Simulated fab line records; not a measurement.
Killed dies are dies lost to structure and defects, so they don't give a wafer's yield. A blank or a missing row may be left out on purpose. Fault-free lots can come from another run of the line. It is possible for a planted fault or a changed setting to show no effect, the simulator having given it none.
Comparing a struck lot with a sound one / flow ritCmos / 18 steps out of a route of 202
Sound: these wafers, L397.3, L397.5, L397.6. Wafers struck: L396.2, L396.4, L396.6. The cause is given at the end.
Order at every step that has rows: each side's tool, ch and its chambers, its first start. Under that, the readings that differ: sound wafers / struck wafers / difference of the means / sigmas: that difference in standard deviations of wafers without a fault.
alike: a reading whose means differ by less than 2 such deviations, as well as words and numbers matching on both sides. not compared: withheld readings; readings where some wafer has no value; bounds like >300 that might hide an equal value; numbers whose values overlap and for which the record gives no deviation.
The two part at a step that has a row with sigmas, a row that says differs or no value, or rows on one side only. Numbers that have no deviation but don't overlap get no sigmas and don't part them. A reading that every wafer of one side lacks parts them only if that side has two wafers or more.

first, 4 steps without rows for these wafers: RIT_PSD_SOFTBAKE_02 (time 60 s); RIT_PSD_EXPOSE_03 (exposes mask M10, target cd 40900 nm); RIT_PSD_PEB_04; RIT_PSD_DEVELOP_05 (develop time 50 s).
RIT_PSD_OVL_MEAS_06:
  sound: overlay-01 at day 7 08:32; struck: overlay-01 at day 7 05:10
  alike: PSD_OVL
then, 2 steps without rows for these wafers: RIT_PSD_HARDBAKE_07 (time 60 s); RIT_PSD_IMPLANT_08.
RIT_PSD_STRIP_09: strips in O2, time 180 s.
  sound on plasmaAsher-03 ch 0,1, day 7 08:55; struck on plasmaAsher-04 ch 0,1, day 7 05:29
  alike: drypumpMotorCurrentA
  not compared: rfHoursCounterH
RIT_PSD_TW_MEAS_10:
  sound: filmMetro-02 at day 7 09:03; struck: filmMetro-02 at day 7 05:41
  alike: PSD_TW
then, 3 steps without rows for these wafers: RIT_SDANNEAL_CLEAN_00 (cleans in SC1, time 608.5 s); RIT_SDANNEAL_CLEAN_01 (cleans in dHF, time 30 s); RIT_SDANNEAL_CLEAN_02 (cleans in SC2, time 600 s).
RIT_SDANNEAL_RTA_03: time 5 s.
  sound on rtpAnneal-01 ch 0, day 7 09:29; struck on rtpAnneal-02 ch 0, day 7 06:08
reading=wafer_temp_C_max; sound=1052.7 1052.8 1056.5; struck=1047.8 1046.7 1046.8; difference=-6.9; sigmas=-6
RIT_SDANNEAL_RS_MEAS_04: the measuring method here is four-point-probe.
  sound: filmMetro-03 at day 7 09:34; struck: filmMetro-04 at day 7 06:34
reading=PSD_RS (ohm/sq); sound=116.8 116.4 116.6; struck=121.3 121.1 121.4; difference=+4.7; sigmas=+13
  not compared: hold
RIT_SDANNEAL_RS_MEAS_05: the measuring method here is four-point-probe.
  sound: filmMetro-03 at day 7 09:41; struck: filmMetro-04 at day 7 07:41
reading=hold; sound=- - -; struck=awaitDispo/0.9h/release awaitDispo/0.9h/release awaitDispo/0.9h/release; difference=no value on the sound wafers; sigmas=
  alike: NSD_RS
RIT_SDANNEAL_RS_MEAS_06: the measuring method here is four-point-probe.
  sound: filmMetro-03 at day 7 09:49; struck: filmMetro-04 at day 7 08:05
reading=PLDD_RS (ohm/sq); sound=179.3 179.5 179.6; struck=183.5 183.2 183.4; difference=+3.9; sigmas=+7
  not compared: hold
RIT_SDANNEAL_RS_MEAS_07: the measuring method here is four-point-probe.
  sound: filmMetro-03 at day 7 09:56; struck: filmMetro-04 at day 7 09:49
reading=hold; sound=- - -; struck=awaitDispo/1.6h/release awaitDispo/1.6h/release awaitDispo/1.6h/release; difference=no value on the sound wafers; sigmas=
  alike: NLDD_RS
RIT_M1_PROBE_99:
  only the struck wafers here have rows in the record (prober-01, day 7 17:30); the sound ones have none

== WHERE THEY PART ==
Last at RIT_M1_PROBE_99 as far as this record goes, first at RIT_SDANNEAL_RTA_03.

WHY: what the simulator had put in
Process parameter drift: rtpAnneal-02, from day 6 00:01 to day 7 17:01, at RIT_SDANNEAL_RTA_03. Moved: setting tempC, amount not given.
